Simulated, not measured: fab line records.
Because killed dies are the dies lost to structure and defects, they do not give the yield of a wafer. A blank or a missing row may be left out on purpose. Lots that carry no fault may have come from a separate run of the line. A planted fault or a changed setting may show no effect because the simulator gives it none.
Problem report, 8D (eight disciplines) form, completed by code + flow berkeley-cmos170 + the parts of the form that need people (team, actions taken, sign-off) are left out

1. THE PROBLEM
At UCB170_NLDD_EXPOSE_03, exposure-dose-mJ-cm2 averages 29.386 over 6 wafers from 2 lots, while fault-free wafers read 30.006, standard deviation 0.028. That is -22 standard deviations from the usual mean.
The step: exposes mask NSELECT, target cd 1200 nm.
First observed at day 10 22:44: wafer L122.2, on krf-scanner-02. At this step, 42 wafers from 14 lots have a number in the record. The rule behind "out" and "out of limits": a value lying over 4 standard deviations away from the usual mean. All remaining wafers that have a number are taken as sound.

2. WHAT IT IS; WHAT IT IS NOT
| question                    | is                     | is not                                                                    |
|-----------------------------|------------------------|---------------------------------------------------------------------------|
| which readings at this step | exposure-dose-mJ-cm2   | -                                                                         |
| which lots                  | L122, L128             | L108, L110, L111, L112, L113, L114, L116, L117, L120, L121, L123, L126    |
| which wafers of those lots  | all that have a number | -                                                                         |
| read on which tools         | krf-scanner-02         | krf-scanner-01                                                            |
| when                        | from day 10 22:44      | up to then (30 sound wafers); but 6 sound wafers of L123, L126 came after |

3. THE SUSPECTS, EACH WITH WHAT RULES IT OUT
Counting: a tool at a process step up to the reading stays a suspect if it ran every lot that is out and no sound lot after the first of them.
- krf-scanner-02 at UCB170_NLDD_EXPOSE_03 (exposes mask NSELECT, target cd 1200 nm): kept. All lots that are out passed through it, beginning with L122 at day 10 22:44, and no sound lot followed; its final sound lot before that point was L121 at day 10 21:58. Its own exposure-dose-mJ-cm2 readings are out on those wafers.
After counting, what remains is krf-scanner-02 at UCB170_NLDD_EXPOSE_03.

4. THE CAUSE (what the simulator had put in)
Process parameter drift: krf-scanner-02, from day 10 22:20 on, at UCB170_NLDD_EXPOSE_03. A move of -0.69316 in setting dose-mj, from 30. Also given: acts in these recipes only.
This tool alone remained once counting was done.

5. SEQUENCE OF EFFECTS, ordered by route
Each row: a reading where the mean over the struck wafers with a number is more than 3 standard deviations away from the usual. Scope: only readings with a usual standard deviation given in the record; hours: median across lots of the time from each lot's start at the first step in this table that gives one to its start at this step; sigmas: change in usual standard deviations.
| hours | step                  | reading              | usual  | on struck wafers | change | sigmas |
|-------|-----------------------|----------------------|--------|------------------|--------|--------|
| 0     | UCB170_NLDD_EXPOSE_03 | exposure-dose-mJ-cm2 | 30.006 | 29.386           | -0.620 | -22    |
Its process steps:
- UCB170_NLDD_EXPOSE_03: exposes mask NSELECT, target cd 1200 nm.
At these later measuring or inspecting steps, every struck wafer for which the step has a row has a number for every such reading, and none has moved that far: UCB170_NLDD_CD_MEAS_06.

6. HOW IT WOULD HAVE BEEN CAUGHT EARLIER
In this record no reading fell out of limits until day 10 22:44, 0 hours after the fault had begun at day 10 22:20.
